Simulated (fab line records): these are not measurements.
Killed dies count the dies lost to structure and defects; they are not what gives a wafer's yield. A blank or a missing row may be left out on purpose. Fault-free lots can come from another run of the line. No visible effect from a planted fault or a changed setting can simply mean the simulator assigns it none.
fab line records | flow rit-cmos
record lots=6 wafers=18 last-day=7
route steps=202 shown PLDD@116 SPACER@125 NSD@131 PSD@142 SDANNEAL@153 SILICIDE@161 M1@202
lots with no fault: from the same line, run without faults
start-h: the number of hours between the record's first day and the start of the first shown wafer of the lot | wait-h: hours since the lot's step before | " same as the row above | L1.1+2: several wafers, shown together as one row | - no value, or no start given | * or withheld: withheld | < > ~ a bound
route shown NAME@n: NAME is a module with steps in the file, n the number in the route of the first one | usual: mean and standard deviation over wafers with no fault | same: alike in all rows | chamber/n: place in a boat | sites: the reading at each site | _std_site: standard deviation across them | _edge_site: inner sites' mean taken away from outer sites' mean | radius-mm: for every site, how far away it sits from the centre of the wafer | mask NAME#n: copy n | behind: the most recent tool/chamber to have shaped the wafer | hold: what put the lot on hold/how long, in hours/how the hold closed | device: the transistor (n, p or np) that didn't switch | end of line: at the end of the route, the tests of the same wafers | for a step that has no rows: nothing shown but its recipe | killed: the dies lost at the first sort to structure and to defects; this is not the yield of the wafer | map: a wafer's dies, x killed, . not, _ none there
set.NAME: the setting the step ran with; set.NAME@STEP: the setting that earlier step ran with | model.NAME: the simulator's own value behind a step, which no gauge read
lots at selected steps of the route; one table per step, one row per wafer
services: the hour from which a tool's chamber was out of use, counted from the record's first day as start-h (under 0 if before that day), plus the number of hours and why
## steps
# step RIT_PLDD_SOFTBAKE_02
# recipe resist=NOVOLAK temp-c=90 time-s=60
# step RIT_PLDD_EXPOSE_03
# recipe mask-id=M8 na=0.57 target-cd-nm=40900 dose-mj=250
# step RIT_PLDD_PEB_04
# recipe resist=NOVOLAK temp-c=withheld time-s=withheld
# step RIT_PLDD_DEVELOP_05
# recipe resist=NOVOLAK develop-time-s=50 dev-temp-c=23
# step RIT_PLDD_OVL_MEAS_06
# usual PLDD_OVL=-1.6/1.6
# columns lot.wafer tool chamber start-h wait-h PLDD_OVL[nm]
L974.1 overlay-02 - 53.47 - 1.1
L974.5 " - " " -0.5
L974.6 " - " " 1.5
L977.2 overlay-01 - 68.56 - -0.7
L977.4 " - " " -0.9
L977.5 " - " " -2.6
L981.1 overlay-02 - 87.48 - -2.6
L981.2 " - " " -1.6
L981.6 " - " " -1.4
L982.1 overlay-02 - 93.17 - 0.1
L982.3 " - " " 0.5
L982.6 " - " " -1.6
L993.1 overlay-01 - 152.68 - 2.0
L993.2 " - " " 2.4
L993.4 " - " " 1.4
L994.2 overlay-01 - 154.68 - -4.3
L994.3 " - " " -4.3
L994.6 " - " " -3.2
# step RIT_PLDD_HARDBAKE_07
# recipe resist=NOVOLAK temp-c=140 time-s=60
# step RIT_PLDD_IMPLANT_08
# recipe species=BF2 energy-kev=20 dose-cm2=9e+14 tilt-deg=7
# step RIT_PLDD_STRIP_09
# recipe chemistry=O2 time-s=180 resist=NOVOLAK platen-temp-c=withheld power-w=500 pressure-mtorr=4000 o2-flow-sccm=4000
# usual chamber-pressure-mTorr=4000/3.6 drypump-motor-current-A=5.5/0.56 o2-flow-sccm=4000/13
# columns lot.wafer tool chamber start-h wait-h chamber-pressure-mTorr drypump-motor-current-A o2-flow-sccm rf-hours-counter-h
L974.1 plasma-asher-01 1 53.80 0.1 4003 4.9 4000 26
L974.5 " 1 " " 3995 4.9 4013 -
L974.6 " 0 " " 4002 5.8 3991 -
L977.2 plasma-asher-01 0 68.89 0.1 3990 5.7 3996 27
L977.4 " 1 " " 3998 4.9 4009 -
L977.5 " 1 " " 3994 4.9 4001 -
L981.1 plasma-asher-01 0 87.82 0.1 4002 5.7 3979 29
L981.2 " 1 " " 4003 4.9 3998 29
L981.6 " 0 " " 4003 5.7 3985 -
L982.1 plasma-asher-03 0 93.51 0.1 3991 4.9 3986 42
L982.3 " 1 " " 3998 5.9 4000 -
L982.6 " 0 " " 4001 4.9 3993 -
L993.1 plasma-asher-04 0 153.03 0.1 4005 6.3 3999 54
L993.2 " 1 " " 4003 6.3 4001 54
L993.4 " 1 " " 3999 6.3 3998 -
L994.2 plasma-asher-03 1 155.01 0.1 3996 5.9 4012 49
L994.3 " 1 " " 4003 5.9 3998 -
L994.6 " 0 " " 4001 4.9 3983 -
# step RIT_PLDD_TW_MEAS_10
# usual PLDD_TW=2362/16
# columns lot.wafer tool chamber start-h wait-h PLDD_TW
L974.1 film-metro-03 - 53.98 0.1 2365
L974.5 " - " " 2360
L974.6 " - " " 2357
L977.2 film-metro-04 - 69.07 0.1 2382
L977.4 " - " " 2379
L977.5 " - " " 2367
L981.1 film-metro-04 - 87.99 0.1 2358
L981.2 " - " " 2358
L981.6 " - " " 2356
L982.1 film-metro-04 - 93.68 0.1 2356
L982.3 " - " " 2357
L982.6 " - " " 2360
L993.1 film-metro-04 - 153.21 0.1 2379
L993.2 " - " " 2382
L993.4 " - " " 2370
L994.2 film-metro-04 - 155.20 0.1 2379
L994.3 " - " " 2363
L994.6 " - " " 2364
# step RIT_SPACER_CLEAN_00
# recipe chemistry=SC1 mix=3:3:50 time-s=600 temp-c=75
# step RIT_SPACER_CLEAN_01
# recipe chemistry=dHF dilution=50:1 time-s=30
# step RIT_SPACER_CLEAN_02
# recipe chemistry=SC2 mix=3:3:50 time-s=600 temp-c=75 dry=n2-spin
# step RIT_SPACER_CVD_03
# recipe material=Si3N4 target-thk-nm=250 temp-c=810 precursor=SiH2Cl2/NH3 time-s=3300 pressure-mtorr=300 sih2cl2-flow-sccm=60 nh3-flow-sccm=150
# usual spike-tc-centre-C=812.3/1.1 spike-tc-source-C=832/3.2 zone-power-source-pct=20.2/0.87
# columns lot.wafer tool chamber start-h wait-h spike-tc-centre-C spike-tc-source-C zone-power-source-pct model.Si3N4_of_SPACER_CVD_03.thk-nm
L974.1 lpcvd-01 0 54.41 0.0 812.6 827 20.1 247.5
L974.5 " 0 " " 812.8 827 19.9 249.3
L974.6 " 0 " " 813.5 826 20.1 251.8
L977.2 lpcvd-01 1 69.49 0.0 812.4 829 22.9 250.2
L977.4 " 1 " " 812.5 830 22.7 251.6
L977.5 " 1 " " 811.4 832 22.9 249.8
L981.1 lpcvd-01 0 89.24 0.8 813.4 828 20.5 225.9
L981.2 " 0 " " 813.2 828 20.0 225.4
L981.6 " 0 " " 811.2 829 20.2 226.6
L982.1 lpcvd-01 0 94.11 0.0 812.0 829 19.8 225.2
L982.3 " 0 " " 813.2 829 20.3 225.9
L982.6 " 0 " " 811.9 829 20.4 225.5
L993.1 lpcvd-02 1 153.67 0.0 812.4 834 20.1 246.5
L993.2 " 1 " " 812.7 834 20.3 246.4
L993.4 " 1 " " 813.2 832 20.2 250.3
L994.2 lpcvd-02 1 155.66 0.0 813.0 833 20.4 250.5
L994.3 " 1 " " 813.0 832 20.4 249.4
L994.6 " 1 " " 811.3 834 20.2 249.2
# step RIT_SPACER_THK_MEAS_04
# recipe reads=Si3N4_of_SPACER_CVD_03
# usual SPACER_NITRIDE_THK=247.8/2.6
# columns lot.wafer tool chamber start-h wait-h SPACER_NITRIDE_THK[nm]
L974.1 film-metro-04 - 56.32 0.0 247.6
L974.5 " - " " 249.3
L974.6 " - " " 251.7
L977.2 film-metro-01 - 71.42 0.0 250.3
L977.4 " - " " 251.8
L977.5 " - " " 249.7
L981.1 film-metro-04 - 92.11 0.0 226.1
L981.2 " - " " 225.4
L981.6 " - " " 226.8
L982.1 film-metro-02 - 96.98 0.0 225.1
L982.3 " - " " 226.0
L982.6 " - " " 225.5
L993.1 film-metro-02 - 155.58 0.0 246.4
L993.2 " - " " 246.4
L993.4 " - " " 250.2
L994.2 film-metro-02 - 157.59 0.0 250.5
L994.3 " - " " 249.4
L994.6 " - " " 248.9
# step RIT_SPACER_ETCHBACK_05
# recipe target-depth-a=2500 SF6_flow_sccm=30 CHF3_flow_sccm=30 target=Si3N4 chemistry=SF6/CHF3 pressure-mtorr=40 rf-w=250 time-s=240 stop-on=SiO2
# usual chamber-pressure-mTorr=40.00/0.039 drypump-motor-current-A=5.7/0.34 oes-product-au=0.839/0.018 throttle-valve-pct=10.34/0.2
# columns lot.wafer tool chamber start-h wait-h chamber-pressure-mTorr drypump-motor-current-A oes-product-au rf-hours-counter-h throttle-valve-pct model.etch.depth-nm
L974.1 rie-diel-04 1 56.38 0.1 39.94 5.3 0.842 2 10.36 247.5
L974.5 " 1 " " 40.02 5.3 0.856 - 10.36 249.3
L974.6 " 0 " " 39.96 6.3 0.864 - 10.40 251.8
L977.2 rie-diel-01 3 71.47 0.0 40.05 6.2 0.842 2 10.04 250.2
L977.4 " 1 " " 39.99 5.6 0.849 86 10.58 251.6
L977.5 " 3 " " 39.99 6.2 0.844 - 10.06 249.8
L981.1 rie-diel-01 0 92.17 0.1 40.02 5.6 0.812 5 10.54 225.9
L981.2 " 2 " " 40.01 6.0 0.786 86 10.27 225.4
L981.6 " 0 " " 39.98 5.6 0.810 - 10.53 226.6
L982.1 rie-diel-04 2 97.04 0.1 40.00 5.6 0.773 13 10.35 225.2
L982.3 " 3 " " 40.05 5.8 0.775 43 10.02 225.9
L982.6 " 0 " " 40.01 6.3 0.796 - 10.39 225.5
L993.1 rie-diel-02 2 155.64 0.1 40.08 5.6 0.837 114 10.05 246.5
L993.2 " 3 " " 39.99 5.2 0.821 118 10.57 246.4
L993.4 " 0 " " 39.97 5.9 0.827 142 10.31 250.3
L994.2 rie-diel-01 0 157.64 0.0 40.02 5.6 0.877 6 10.53 250.5
L994.3 " 2 " " 39.94 6.0 0.853 87 10.29 249.4
L994.6 " 1 " " 40.01 5.6 0.837 - 10.55 249.2
# step RIT_NSD_HMDS_00
# recipe prime-time-s=60 prime-temp-c=140
# step RIT_NSD_COAT_01
# recipe resist=NOVOLAK spin-rpm=3250 resist-thk-nm=1000
# step RIT_NSD_SOFTBAKE_02
# recipe resist=NOVOLAK temp-c=90 time-s=60
# step RIT_NSD_EXPOSE_03
# recipe mask-id=M9 na=0.57 target-cd-nm=40700 dose-mj=250
# step RIT_NSD_PEB_04
# recipe resist=NOVOLAK temp-c=withheld time-s=withheld
# step RIT_NSD_DEVELOP_05
# recipe resist=NOVOLAK develop-time-s=50 dev-temp-c=23
# step RIT_NSD_OVL_MEAS_06
# usual NSD_OVL=-1.0/1.3
# columns lot.wafer tool chamber start-h wait-h NSD_OVL[nm]
L974.1 overlay-01 - 57.38 - -1.1
L974.5 " - " " -2.1
L974.6 " - " " -1.2
L977.2 overlay-01 - 72.72 - 0.0
L977.4 " - " " 0.4
L977.5 " - " " -0.7
L981.1 overlay-01 - 93.17 - -0.7
L981.2 " - " " -1.4
L981.6 " - " " -1.6
L982.1 overlay-02 - 98.17 - -0.6
L982.3 " - " " 0.2
L982.6 " - " " 0.0
L993.1 overlay-01 - 156.64 - -3.0
L993.2 " - " " -3.9
L993.4 " - " " -2.2
L994.2 overlay-01 - 159.00 - -1.3
L994.3 " - " " -1.0
L994.6 " - " " -1.5
# step RIT_NSD_HARDBAKE_07
# recipe resist=NOVOLAK temp-c=140 time-s=60
# step RIT_NSD_IMPLANT_08
# recipe species=P energy-kev=25 dose-cm2=1e+15 tilt-deg=7
# step RIT_NSD_STRIP_09
# recipe chemistry=O2 time-s=180 resist=NOVOLAK platen-temp-c=withheld power-w=500 pressure-mtorr=4000 o2-flow-sccm=4000
# usual chamber-pressure-mTorr=4000/3.5 drypump-motor-current-A=5.4/0.4 o2-flow-sccm=4002/13
# columns lot.wafer tool chamber start-h wait-h chamber-pressure-mTorr drypump-motor-current-A o2-flow-sccm rf-hours-counter-h
L974.1 plasma-asher-02 0 57.72 0.1 4002 5.4 4003 42
L974.5 " 1 " " 4001 5.5 4015 -
L974.6 " 0 " " 4007 5.4 4003 -
L977.2 plasma-asher-03 1 73.05 0.1 3996 5.9 4006 40
L977.4 " 0 " " 3999 4.9 4006 -
L977.5 " 0 " " 3999 4.9 4023 -
L981.1 plasma-asher-02 0 93.51 0.1 3997 5.4 3980 45
L981.2 " 1 " " 3999 5.5 4010 45
L981.6 " 1 " " 4006 5.5 4006 -
L982.1 plasma-asher-03 1 98.50 0.1 3992 5.9 4007 43
L982.3 " 1 " " 3999 5.9 3997 -
L982.6 " 0 " " 4006 4.9 4001 -
L993.1 plasma-asher-02 0 156.98 0.1 3998 5.4 4002 4
L993.2 " 1 " " 4001 5.5 4005 4
L993.4 " 0 " " 3995 5.4 3993 -
L994.2 plasma-asher-03 0 159.33 0.1 4001 4.9 3989 50
L994.3 " 1 " " 3990 5.9 3980 -
L994.6 " 1 " " 3999 5.9 4009 -
# step RIT_NSD_TW_MEAS_10
# usual NSD_TW=3135/24
# columns lot.wafer tool chamber start-h wait-h NSD_TW
L974.1 film-metro-01 - 57.90 0.1 3078
L974.5 " - " " 3091
L974.6 " - " " 3084
L977.2 film-metro-03 - 73.24 0.1 3159
L977.4 " - " " 3151
L977.5 " - " " 3142
L981.1 film-metro-01 - 93.68 0.1 3110
L981.2 " - " " 3098
L981.6 " - " " 3120
L982.1 film-metro-03 - 98.68 0.1 3150
L982.3 " - " " 3155
L982.6 " - " " 3169
L993.1 film-metro-03 - 157.15 0.1 3155
L993.2 " - " " 3143
L993.4 " - " " 3150
L994.2 film-metro-03 - 159.52 0.1 3130
L994.3 " - " " 3149
L994.6 " - " " 3143
# step RIT_PSD_HMDS_00
# recipe prime-time-s=60 prime-temp-c=140
# step RIT_PSD_COAT_01
# recipe resist=NOVOLAK spin-rpm=3250 resist-thk-nm=1000
# step RIT_PSD_SOFTBAKE_02
# recipe resist=NOVOLAK temp-c=90 time-s=60
# step RIT_PSD_EXPOSE_03
# recipe mask-id=M10 na=0.57 target-cd-nm=40900 dose-mj=250
# step RIT_PSD_PEB_04
# recipe resist=NOVOLAK temp-c=withheld time-s=withheld
# step RIT_PSD_DEVELOP_05
# recipe resist=NOVOLAK develop-time-s=50 dev-temp-c=23
# step RIT_PSD_OVL_MEAS_06
# usual PSD_OVL=-0.9/1.2
# columns lot.wafer tool chamber start-h wait-h PSD_OVL[nm]
L974.1 overlay-02 - 58.81 - 0.6
L974.5 " - " " 0.3
L974.6 " - " " -0.1
L977.2 overlay-01 - 74.27 - -0.6
L977.4 " - " " -1.0
L977.5 " - " " 0.0
L981.1 overlay-01 - 94.72 - -2.5
L981.2 " - " " -2.0
L981.6 " - " " -2.6
L982.1 overlay-02 - 99.71 - 0.3
L982.3 " - " " -0.2
L982.6 " - " " -0.5
L993.1 overlay-01 - 158.12 - -1.5
L993.2 " - " " -0.4
L993.4 " - " " -0.2
L994.2 overlay-02 - 160.42 - -1.3
L994.3 " - " " -0.3
L994.6 " - " " -0.3
# step RIT_PSD_HARDBAKE_07
# recipe resist=NOVOLAK temp-c=140 time-s=60
# step RIT_PSD_IMPLANT_08
# recipe species=BF2 energy-kev=27 dose-cm2=5e+15 tilt-deg=7
# step RIT_PSD_STRIP_09
# recipe chemistry=O2 time-s=180 resist=NOVOLAK platen-temp-c=withheld power-w=500 pressure-mtorr=4000 o2-flow-sccm=4000
# usual chamber-pressure-mTorr=4000/3.9 drypump-motor-current-A=5.6/0.51 o2-flow-sccm=3999/13
# columns lot.wafer tool chamber start-h wait-h chamber-pressure-mTorr drypump-motor-current-A o2-flow-sccm rf-hours-counter-h
L974.1 plasma-asher-02 0 59.14 0.1 3999 5.4 4005 42
L974.5 " 0 " " 3995 5.4 3995 -
L974.6 " 1 " " 4000 5.5 4000 -
L977.2 plasma-asher-02 0 74.60 0.1 3993 5.4 3990 43
L977.4 " 0 " " 4005 5.4 4001 -
L977.5 " 0 " " 3998 5.4 4002 -
L981.1 plasma-asher-03 1 95.06 0.1 4002 5.9 3994 43
L981.2 " 0 " " 4002 4.9 4010 43
L981.6 " 1 " " 4011 5.9 3997 -
L982.1 plasma-asher-03 0 100.05 0.1 3998 4.9 4006 43
L982.3 " 1 " " 4001 5.9 3996 -
L982.6 " 1 " " 4003 5.9 4004 -
L993.1 plasma-asher-04 1 158.61 0.1 3998 6.3 3991 55
L993.2 " 0 " " 3999 6.3 3989 55
L993.4 " 0 " " 4006 6.3 4021 -
L994.2 plasma-asher-02 0 160.84 0.1 3998 5.4 4005 5
L994.3 " 0 " " 4002 5.4 4030 -
L994.6 " 0 " " 4003 5.4 4021 -
# step RIT_PSD_TW_MEAS_10
# usual PSD_TW=3439/28
# columns lot.wafer tool chamber start-h wait-h PSD_TW
L974.1 film-metro-01 - 59.32 0.1 3383
L974.5 " - " " 3396
L974.6 " - " " 3406
L977.2 film-metro-03 - 74.78 0.1 3477
L977.4 " - " " 3460
L977.5 " - " " 3469
L981.1 film-metro-04 - 95.23 0.1 3455
L981.2 " - " " 3434
L981.6 " - " " 3436
L982.1 film-metro-03 - 100.23 0.1 3495
L982.3 " - " " 3478
L982.6 " - " " 3459
L993.1 film-metro-03 - 158.78 0.1 3468
L993.2 " - " " 3456
L993.4 " - " " 3463
L994.2 film-metro-01 - 161.03 0.1 3416
L994.3 " - " " 3409
L994.6 " - " " 3407
# step RIT_SDANNEAL_CLEAN_00
# recipe chemistry=SC1 mix=3:3:50 time-s=600 temp-c=75
# step RIT_SDANNEAL_CLEAN_01
# recipe chemistry=dHF dilution=50:1 time-s=30
# step RIT_SDANNEAL_CLEAN_02
# recipe chemistry=SC2 mix=3:3:50 time-s=600 temp-c=75 dry=n2-spin
# step RIT_SDANNEAL_RTA_03
# recipe temp-c=1050 time-s=5 idle-temp-c=600 ramp-up-c-per-s=342 ramp-down-c-per-s=171 cool-to-c=600 ambient=N2
# usual ramp-up-c-per-s=342.00/0.066 wafer_temp_C_max=1053.7/1.3
# columns lot.wafer tool chamber start-h wait-h ramp-up-c-per-s wafer_temp_C_max
L974.1 rtp-anneal-01 0 59.81 0.0 342.07 1053.6
L974.5 " 0 " " 342.08 1052.4
L974.6 " 0 " " 342.04 1056.6
L977.2 rtp-anneal-02 0 75.21 0.0 342.14 1053.2
L977.4 " 0 " " 342.01 1054.9
L977.5 " 0 " " 342.04 1052.8
L981.1 rtp-anneal-02 0 95.66 0.0 341.95 1054.3
L981.2 " 0 " " 341.98 1052.9
L981.6 " 0 " " 341.93 1053.8
L982.1 rtp-anneal-01 0 100.65 0.0 341.99 1052.4
L982.3 " 0 " " 342.08 1055.3
L982.6 " 0 " " 341.97 1053.3
L993.1 rtp-anneal-02 0 159.24 0.0 341.92 1052.1
L993.2 " 0 " " 341.99 1052.8
L993.4 " 0 " " 342.00 1054.2
L994.2 rtp-anneal-01 0 161.49 0.0 341.98 1055.2
L994.3 " 0 " " 342.02 1055.2
L994.6 " 0 " " 341.99 1053.7
# step RIT_SDANNEAL_RS_MEAS_04
# recipe thk-meas-gauge=four-point-probe
# usual PSD_RS=115.89/0.26
# columns lot.wafer tool chamber start-h wait-h PSD_RS[ohm/sq]
L974.1 film-metro-01 - 59.87 0.0 116.37
L974.5 " - " " 116.19
L974.6 " - " " 116.04
L977.2 film-metro-03 - 75.28 0.1 115.82
L977.4 " - " " 115.79
L977.5 " - " " 115.61
L981.1 film-metro-01 - 95.72 0.0 115.45
L981.2 " - " " 115.84
L981.6 " - " " 115.62
L982.1 film-metro-01 - 100.71 0.0 116.29
L982.3 " - " " 116.21
L982.6 " - " " 115.97
L993.1 film-metro-01 - 159.30 0.0 115.83
L993.2 " - " " 115.50
L993.4 " - " " 115.50
L994.2 film-metro-03 - 161.56 0.1 115.91
L994.3 " - " " 115.62
L994.6 " - " " 115.85
# step RIT_SILICIDE_WET_ETCH_00
# recipe chemistry=BOE target=SiO2 target-depth-nm=14 time-s=15 dry=n2-spin dilution=10:1 temp-c=21.5
# usual bath-heat-duty-pct=1.8/0.39
# columns lot.wafer tool chamber start-h wait-h bath-heat-duty-pct model.Si3N4_of_SPACER_CVD_03.thk-nm
L974.1 wet-bench-04 1 60.35 0.1 1.0 193.6
L974.5 " 1 " " 2.0 195.1
L974.6 " 1 " " 1.8 195.1
L977.2 wet-bench-04 0 75.74 0.1 1.9 195.6
L977.4 " 0 " " 1.5 196
L977.5 " 0 " " 1.8 194.6
L981.1 wet-bench-04 0 96.20 0.1 1.8 176
L981.2 " 0 " " 2.4 174.7
L981.6 " 0 " " 2.5 176.5
L982.1 wet-bench-04 1 101.19 0.1 2.0 175.2
L982.3 " 1 " " 1.6 176.2
L982.6 " 1 " " 1.8 175
L993.1 wet-bench-04 3 159.78 0.1 0.9 192.6
L993.2 " 3 " " 1.4 192.3
L993.4 " 3 " " 1.7 194.9
L994.2 wet-bench-02 0 162.02 0.1 1.3 194.3
L994.3 " 0 " " 1.3 193.6
L994.6 " 0 " " 2.6 193
# step RIT_M1_PROBE_99
# usual killed_at_M0_to_M3=0.0/0.14 killed-at-front-end=7/3 killed-dies=7/3 killed-open=3.5/2 killed-short=3.6/2.1
# same gross-dies=264 killed_at_M4_up=0 killed-at-back-side=0 killed-at-contacts=0 killed-at-other=0
# columns lot.wafer tool chamber start-h wait-h killed_at_M0_to_M3 killed-at-front-end killed-dies killed-open killed-short model.etest.nmos_0p15.r-on-ohm-um model.etest.nmos_0p3.r-on-ohm-um model.etest.nplus-sal.width-nm model.etest.pplus-sal.width-nm model.etest.pwell-pinched.rs-ohm-sq model.etest.nwell-pinched.rs-ohm-sq model.etest.diode-pplus-nwell.bv-v model.etest.nmos_0p15.tox-inv-nm
L974.1 prober-01 - 68.47 0.1 0 12 12 8 4 1130 2196 3439 3442 450.7 333.9 6.528 4.588
L974.5 prober-01 - 68.67 0.2 0 15 15 7 8 1115 2181 3438 3462 445.8 332.1 6.514 4.534
L974.6 prober-01 - 68.72 0.2 0 8 8 4 4 1133 2196 3450 3468 451.9 335.9 6.611 4.441
L977.2 prober-02 - 83.49 0.1 0 7 7 5 2 1118 2128 3444 3450 449.6 337.6 6.649 4.545
L977.4 prober-02 - 83.59 0.2 0 6 6 4 2 1121 2132 3422 3439 442.6 335.2 6.666 4.561
L977.5 prober-02 - 83.64 0.2 0 15 15 8 7 1136 2097 3433 3436 445.2 335.3 6.66 4.484
L981.1 prober-02 - 104.13 0.1 0 3 3 1 2 1190 2135 3501 3479 464.7 351 6.8 4.255
L981.2 prober-02 - 104.18 0.1 0 5 5 3 2 1239 2218 3497 3518 470.7 352.5 6.774 4.262
L981.6 prober-02 - 104.38 0.2 0 5 5 2 3 1198 2141 3485 3480 464.2 350.6 6.735 4.235
L982.1 prober-01 - 108.14 0.1 0 6 6 5 1 1236 2262 3485 3501 476.6 354 6.757 4.427
L982.3 prober-01 - 108.24 0.2 0 7 7 5 2 1248 2267 3486 3478 470.8 350.7 6.807 4.481
L982.6 prober-01 - 108.39 0.2 0 10 10 4 6 1254 2289 3504 3504 478.5 353.6 6.791 4.385
L993.1 prober-01 - 167.48 0.1 0 6 6 3 3 1093 2092 3422 3423 450.1 335.8 6.715 4.461
L993.2 prober-01 - 167.53 0.1 0 9 9 7 2 1101 2126 3437 3417 454.9 335.2 6.682 4.4
L993.4 prober-01 - 167.63 0.2 0 8 8 4 4 1092 2126 3422 3418 445.7 336.4 6.653 4.437
L994.2 prober-02 - 168.99 0.1 1 3 4 2 2 1147 2170 3453 3465 464.5 336.6 6.612 4.433
L994.3 prober-02 - 169.04 0.2 0 7 7 4 3 1148 2151 3452 3457 465.1 338.1 6.61 4.426
L994.6 prober-02 - 169.19 0.2 0 4 4 2 2 1156 2185 3443 3473 459.6 340.9 6.673 4.464
# killed by level:class
L974.1 GATE:geometric-particle:open=6 GATE:geometric-particle:short=4 FOX1:geometric-particle:open=1 SPACER:geometric-particle:open=1
L974.5 GATE:geometric-particle:short=4 FOX1:geometric-particle:open=3 GATE:geometric-particle:open=3 FOX1:geometric-particle:short=1 FOX2:geometric-particle:short=1 SPACER:geometric-particle:short=1 SILICIDE:geometric-particle:short=1 SILICIDE:geometric-particle:open=1
L974.6 GATE:geometric-particle:short=3 FOX1:geometric-particle:open=1 GATE:geometric-particle:open=1 REOX:geometric-particle:open=1 SPACER:geometric-particle:open=1 SILICIDE:geometric-particle:short=1
L977.2 GATE:geometric-particle:open=3 FOX1:geometric-particle:open=1 FOX1:geometric-particle:short=1 SILICIDE:geometric-particle:short=1 SILICIDE:geometric-particle:open=1
L977.4 FOX1:geometric-particle:short=2 GATE:geometric-particle:open=2 SPACER:geometric-particle:open=1 SILICIDE:geometric-particle:open=1
L977.5 SILICIDE:geometric-particle:short=4 FOX2:geometric-particle:open=3 SILICIDE:geometric-particle:open=2 FOX1:geometric-particle:open=1 FOX2:geometric-particle:short=1 GATE:geometric-particle:open=1 GATE:geometric-particle:short=1 REOX:geometric-particle:open=1
L981.1 REOX:geometric-particle:short=1 SPACER:geometric-particle:short=1 SPACER:geometric-particle:open=1
L981.2 GATE:geometric-particle:open=2 ACTIVE:geometric-particle:short=1 FOX2:geometric-particle:open=1 REOX:geometric-particle:short=1
L981.6 GATE:geometric-particle:open=1 GATE:geometric-particle:short=1 REOX:geometric-particle:short=1 SPACER:geometric-particle:open=1 SILICIDE:geometric-particle:short=1
L982.1 GATE:geometric-particle:open=3 FOX1:geometric-particle:short=1 REOX:geometric-particle:open=1 SILICIDE:geometric-particle:open=1
L982.3 GATE:geometric-particle:open=3 REOX:geometric-particle:open=2 FOX1:geometric-particle:short=1 GATE:geometric-particle:short=1
L982.6 GATE:geometric-particle:short=4 GATE:geometric-particle:open=3 FOX1:geometric-particle:open=1 FOX1:geometric-particle:short=1 SILICIDE:geometric-particle:short=1
L993.1 REOX:geometric-particle:short=2 FOX2:geometric-particle:open=1 GATE:geometric-particle:open=1 REOX:geometric-particle:open=1 SILICIDE:geometric-particle:short=1
L993.2 SILICIDE:geometric-particle:open=3 SILICIDE:geometric-particle:short=2 FOX2:geometric-particle:open=1 GATE:geometric-particle:open=1 REOX:geometric-particle:open=1 SPACER:geometric-particle:open=1
L993.4 GATE:geometric-particle:short=2 FOX1:geometric-particle:open=1 REOX:geometric-particle:open=1 SPACER:geometric-particle:short=1 SPACER:geometric-particle:open=1 SILICIDE:geometric-particle:short=1 SILICIDE:geometric-particle:open=1
L994.2 FOX2:geometric-particle:open=1 REOX:geometric-particle:open=1 SPACER:geometric-particle:short=1 M1:geometric-particle:short=1
L994.3 REOX:geometric-particle:open=2 REOX:geometric-particle:short=2 FOX1:geometric-particle:open=1 GATE:geometric-particle:open=1 SPACER:geometric-particle:short=1
L994.6 GATE:geometric-particle:open=1 GATE:geometric-particle:short=1 SPACER:geometric-particle:open=1 SPACER:geometric-particle:short=1
## services
# columns tool chamber start-h hours kind
rie-diel-02 - 37.16 0.4 repair
rie-diel-04 - 67.93 1.0 repair
rie-diel-04 - 73.75 15.6 pm
rie-diel-01 3 85.81 8.4 repair
rie-diel-02 1 97.48 7.5 repair
plasma-asher-01 - 98.37 0.4 repair
plasma-asher-01 - 103.03 2.8 pm
rie-diel-02 1 105.38 5.0 repair
plasma-asher-02 - 108.75 9.0 pm
plasma-asher-02 0 108.75 9.0 vent-cycle
plasma-asher-02 1 108.75 9.0 vent-cycle
plasma-asher-02 0 117.75 - clean
plasma-asher-02 1 117.75 - clean
rie-diel-02 3 124.14 9.1 repair
plasma-asher-04 - 125.04 2.2 repair
rie-diel-01 2 144.34 9.7 repair
rie-diel-01 - 158.37 2.4 repair
## key
first-sign step=RIT_SPACER_THK_MEAS_04 reading=SPACER_NITRIDE_THK direction=down sigmas=8.6 usual=247.8 struck=225.8
effect step=RIT_SPACER_ETCHBACK_05 reading=oes-product-au direction=down sigmas=2.7 usual=0.839 struck=0.792
model-effect step=RIT_SPACER_CVD_03 value=Si3N4_of_SPACER_CVD_03.thk-nm without=247.6 struck=225.8
model-effect step=RIT_SPACER_ETCHBACK_05 value=etch.depth-nm without=247.6 struck=225.8
model-effect step=RIT_SILICIDE_WET_ETCH_00 value=Si3N4_of_SPACER_CVD_03.thk-nm without=192.7 struck=175.6
model-effect step=RIT_M1_PROBE_99 value=etest.nmos_0p15.r-on-ohm-um without=1143 struck=1228
met-at RIT_SPACER_CVD_03
struck-wafers L981.1,L981.2,L981.6,L982.1,L982.3,L982.6
tester-left-out L981,L982
onset-between 69.49 89.24
fault kind=process-parameter-drift tool=lpcvd-01 chamber=- onset-h=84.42 steps=RIT_SPACER_CVD_03 channel=target-thk-nm offset=-21.862 shape=step end-h=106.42 acts-in=these-recipes-only stated=250
# tester-left-out: of these lots the tester's yield and bins aren't shown, on N5 and GAA mostly nor the transistor test; their killed dies are dies lost to structure and defects alone, not to doping, threshold or leakage, so they don't give the yield
